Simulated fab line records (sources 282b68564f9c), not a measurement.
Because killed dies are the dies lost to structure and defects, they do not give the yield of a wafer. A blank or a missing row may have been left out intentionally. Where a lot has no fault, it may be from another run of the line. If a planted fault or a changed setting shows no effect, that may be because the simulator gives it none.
Problem report in the 8D (eight disciplines) form, filled by code | flow ritCmos | the parts of the form that need people (team, actions taken, sign-off) are left out

== 1. THE PROBLEM ==
NSD_TW at RIT_NSD_TW_MEAS_10 reads a mean of 3350 on 6 wafers of 2 lots; wafers without a fault read 3173 with a standard deviation of 18. Relative to the usual mean, that is a shift of +9.8 standard deviations.
First seen on wafer L827.2, day 5 21:15, on filmMetro-03. The record has a number at this step for 42 wafers belonging to 14 lots. Rule for "out" (also "out of limits"): further than 4 standard deviations from the usual mean. The other wafers with a number count as sound.

== 2. WHAT THIS IS AND IS NOT ==
question                    | is                         | is not
which readings at this step | NSD_TW                     | -
which lots                  | L827, L828                 | L814, L815, L816, L817, L822, L830, L831, L832, L833, L834, L835, L837
which wafers of those lots  | all that have a number     | -
read on which gauges        | filmMetro-03, filmMetro-04 | filmMetro-02
when                        | from day 5 21:15           | up to then (15 sound wafers); but 21 sound wafers of L830, L831, L832, L833, L834, L835, L837 came after

== 3. SUSPECTS, AND WHAT RULES EACH OUT ==
Counting: any tool at a process step up to the reading is kept as a suspect provided that every lot that is out went through it and no sound lot did after the first of them.
- the gauge at RIT_NSD_TW_MEAS_10 has been ruled out. Those wafers that are out were read across 2 gauges (filmMetro-03, filmMetro-04).
- plasmaAsher-04 at RIT_PRETRO_STRIP_09 (strips in O2, time 180 s): ruled out as a lasting fault. Following L827 (day 5 02:26), the first lot on it that is out, the sound lots L830, L831, L832, L833, L835 were run on it.
- lithoTrack-03 at RIT_PLDD_COAT_01 (resist thk 1000 nm): ruled out as a lasting fault. Following L827 (day 5 16:08), the first lot on it that is out, the sound lots L830, L832, L834 were run on it.
Left after counting: nothing in the record.

== 4. THE CAUSE (what the simulator had put in) ==
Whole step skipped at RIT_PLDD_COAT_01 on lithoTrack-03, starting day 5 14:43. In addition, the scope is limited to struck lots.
Counting ruled it out, wrongly: the rule takes a fault to strike every lot that its tool runs from its start on, and this one did not.

== 5. SEQUENCE OF EFFECTS, ordered by route ==
Each row: a reading where the mean over the struck wafers with a number is more than 3 standard deviations away from the usual. Only readings for which the record gives a usual standard deviation are gone through. hours: the time from each lot's start at the first step in this table that gives one to its start at this step, as a median over the lots. sigmas: the change in usual standard deviations.
hours | step               | reading          | usual | on struck wafers | change | sigmas
0     | RIT_NSD_TW_MEAS_10 | NSD_TW           | 3173  | 3350             | +177   | +9.8
13    | RIT_M1_PROBE_99    | killedAtFrontEnd | 7     | 264              | +257   | +78
13    | RIT_M1_PROBE_99    | killedDies       | 7     | 264              | +257   | +78
13    | RIT_M1_PROBE_99    | killedOnRim      | 1.9   | 70.0             | +68.1  | +49
The process steps in it:
- RIT_M1_PROBE_99
Readings that are blank on the struck wafers while sound wafers have them: chillPlateTempC at RIT_PLDD_COAT_01; dispensePressureKPa at RIT_PLDD_COAT_01; exhaustPa at RIT_PLDD_COAT_01; spinSpeedRpm at RIT_PLDD_COAT_01; PLDD_OVL at RIT_PLDD_OVL_MEAS_06.

== 6. WHAT WOULD HAVE CAUGHT IT SOONER ==
Counted from the fault's start at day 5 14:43, it took 7 hours until the first out-of-limits reading at a measuring or inspecting step in this record, taken at day 5 21:15.
Between RIT_PLDD_COAT_01 and RIT_NSD_TW_MEAS_10, RIT_PLDD_OVL_MEAS_06 gave no PLDD_OVL on the struck wafers, where sound wafers have one: a measuring or inspecting step that comes back empty is itself a sign.
At RIT_PLDD_COAT_01 the tool's readings are blank on the struck wafers, where sound wafers have them: an empty tool record is the first sign, and it was there at once.
